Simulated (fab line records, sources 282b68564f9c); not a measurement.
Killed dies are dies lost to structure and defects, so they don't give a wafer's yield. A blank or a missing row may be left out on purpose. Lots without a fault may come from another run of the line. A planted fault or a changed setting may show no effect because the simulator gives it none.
Problem report in the 8D (eight disciplines) form, filled by code | flow rit_cmos | the parts of the form that need people (team, actions taken, sign-off) are left out

1. THE PROBLEM
heater_power_total_W at RIT_NLDD_SOFTBAKE_02 reads a mean of 36.70 W on 9 wafers of 3 lots; wafers without a fault read 34.56 W with a standard deviation of 0.051. That is +42 standard deviations from the usual mean.
The step: time 60 s.
First seen on wafer L809.3, day 3 12:07, on litho_track-03. The record holds 45 wafers of 15 lots with a number at this step. Rule for "out", or "out of limits": more than 4 standard deviations from the usual mean. The other wafers with a number count as sound.

2. WHAT IT IS AND WHAT IT IS NOT
question                    | is                                 | is not
which readings at this step | heater_power_total_W, plate_temp_C | -
which lots                  | L809, L810, L811                   | L806, L807, L808, L820, L822, L823, L824, L825, L826, L827, L828, L829
which wafers of those lots  | all that have a number             | -
read on which tools         | litho_track-03                     | litho_track-01, litho_track-04
when                        | from day 3 12:07                   | up to then (9 sound wafers); but 27 sound wafers of L820, L822, L823, L824, L825, L826, L827, L828, L829 came after

3. SUSPECTS, AND WHAT RULES EACH OUT
Counting: a tool at a process step up to the reading stays a suspect if it ran every lot that is out and no sound lot after the first of them.
- litho_track-03 at RIT_NLDD_SOFTBAKE_02 (time 60 s): ruled out as a lasting fault. Sound lots L824, L827 ran on it after its first lot that is out, L809 (day 3 12:07).
Left after counting: nothing in the record.

4. THE CAUSE (what the simulator had put in)
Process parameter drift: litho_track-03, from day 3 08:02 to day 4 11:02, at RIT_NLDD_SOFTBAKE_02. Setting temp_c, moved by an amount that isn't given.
Counting ruled it out, wrongly.

5. THE CHAIN OF EFFECTS, in route order
Each row: a reading whose mean over the struck wafers that have a number lies more than 3 standard deviations from the usual. Only readings for which the record gives a usual standard deviation are gone through. hours: the time from each lot's start at the first step in this table that gives one to its start at this step, as a median over the lots. sigmas: the change in usual standard deviations.
hours | step                 | reading              | usual   | on struck wafers | change | sigmas
0     | RIT_NLDD_SOFTBAKE_02 | heater_power_total_W | 34.56 W | 36.70            | +2.14  | +42
0     | RIT_NLDD_SOFTBAKE_02 | plate_temp_C         | 90.01 C | 93.85            | +3.84  | +30
The process steps in it:
- RIT_NLDD_SOFTBAKE_02: time 60 s.
Later measuring or inspecting steps at which every struck wafer that the step has a row for has a number for every such reading, and none has moved that far: RIT_CONTACT_CD_MEAS_08.

6. WHAT WOULD HAVE CAUGHT IT SOONER
In this record the first reading out of limits was taken at day 3 12:07, 4 hours after the fault began at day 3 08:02.
